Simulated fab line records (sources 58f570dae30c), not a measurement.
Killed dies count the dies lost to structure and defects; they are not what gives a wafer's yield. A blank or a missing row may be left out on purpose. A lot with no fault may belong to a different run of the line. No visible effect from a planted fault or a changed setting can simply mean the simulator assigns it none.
The tool behind it: which one? | flow berkeleyCmos170 | at 1 step of a route of 331, 15 lots with 45 wafers sampled

WHAT THE GAUGES READ, wafer by wafer
The record lacks any reading of a measuring or inspecting step that a usual standard deviation could be used to judge.

WHICH TOOL RAN EACH LOT (tool, then ch and the chambers of the sampled wafers, then the start)
lot  | UCB170_GATE_ETCH_14
L676 | rieDiel-04 ch 0,1,2, day 6 15:05
L679 | rieDiel-04 ch 0,3, day 7 14:45
L678 | rieDiel-03 ch 0,2,3, day 7 14:52
L680 | rieDiel-03 ch 2,3, day 7 18:25
L685 | rieDiel-04 ch 0,1,3, day 8 17:04
L682 | rieDiel-03 ch 0,1,3, day 8 17:40
L687 | rieDiel-03 ch 0,1,3, day 8 22:28
L688 | rieDiel-01 ch 1,2, day 8 22:35
L689 | rieDiel-03 ch 0,1,2, day 9 20:31
L694 | rieDiel-01 ch 0,3, day 10 04:43
L693 | rieDiel-04 ch 0,1,3, day 10 04:57
L692 | rieDiel-01 ch 0,1,3, day 10 05:19
L696 | rieDiel-04 ch 1,3, day 10 23:55
L697 | rieDiel-04 ch 0,1,3, day 11 08:10
L699 | rieDiel-04 ch 1,2, day 11 08:40
- UCB170_GATE_ETCH_14: etches BARC in N2/H2.

AS READ BY THE TOOLS THEMSELVES (means over the sampled wafers that have a number; for cases with no such wafer, the mark the record gives instead)
UCB170_GATE_ETCH_14. Usual: drypumpMotorCurrentA 5.6 A, standard deviation 0.51; oesProductAu 0.994 a.u., standard deviation 0.017; rfFwdPowerW 494.3 W, standard deviation 2.2; throttleValvePct 13.29 %, standard deviation 0.17.
lot  | tool       | drypumpMotorCurrentA (A) | oesProductAu (a.u.) | rfFwdPowerW (W) | throttleValvePct (%) | flag
L676 | rieDiel-04 | 5.5                      | 1.015               | 492.4           | 13.47                | 
L679 | rieDiel-04 | 5.8                      | 0.998               | 491.9           | 13.31                | 
L678 | rieDiel-03 | 5.2                      | 0.988               | 496.0           | 13.14                | 
L680 | rieDiel-03 | 5.5                      | 0.988               | 496.9           | 12.99                | 
L685 | rieDiel-04 | 5.5                      | 1.007               | 493.1           | 13.41                | 
L682 | rieDiel-03 | 5.4                      | 0.896               | 494.7           | 13.14                | OFF
L687 | rieDiel-03 | 5.4                      | 0.891               | 494.9           | 13.16                | OFF
L688 | rieDiel-01 | 6.3                      | 0.984               | 495.1           | 13.21                | 
L689 | rieDiel-03 | 5.2                      | 0.881               | 494.0           | 13.22                | OFF
L694 | rieDiel-01 | 5.5                      | 1.008               | 495.3           | 13.32                | 
L693 | rieDiel-04 | 5.5                      | 1.002               | 491.8           | 13.40                | 
L692 | rieDiel-01 | 5.5                      | 0.989               | 495.2           | 13.27                | 
L696 | rieDiel-04 | 5.1                      | 0.997               | 492.2           | 13.50                | 
L697 | rieDiel-04 | 5.5                      | 1.009               | 490.9           | 13.41                | 
L699 | rieDiel-04 | 5.2                      | 0.992               | 493.5           | 13.56                | 

THE ANSWER, worked out from the rows above alone
Rule: take the mean of a lot's wafers that have a number; if it is more than 3 standard deviations from the usual mean, the lot is off. Also off: a lot with no number at a reading for which 4 or more lots have one. Where the step has rows for the other lots, those lots are counted as sound. First the gauges in route order, then the tools' own readings, where a lot's mean is used as printed above. The first step at which some lot is off is used, and at that step the reading that is off furthest; a lot without a number counts as furthest.
Off, at UCB170_GATE_ETCH_14 on oesProductAu: L682, L687, L689.
If a tool, at that step or one of the process steps before it, ran each lot that is off and ran no sound lot following the first of them, it fits. One candidate fits, namely rieDiel-03 at UCB170_GATE_ETCH_14. A fault onset in the window from L680 (day 7 18:25, its last sound lot) to L682 (day 8 17:40, its first lot off) fits.
The tool's own readings at UCB170_GATE_ETCH_14 bear it out: on the lots that are off they differ by more than 5 times the standard deviation of the sound lots' means. oesProductAu reads 0.889 a.u. there against 0.998 a.u. on the sound lots.

WHAT HAD BEEN PUT IN BY THE SIMULATOR
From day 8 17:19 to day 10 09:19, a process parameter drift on rieDiel-03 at UCB170_GATE_ETCH_14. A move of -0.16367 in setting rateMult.
Struck lots among those shown: L682, L687, L689. The rule given above showed the same thing.
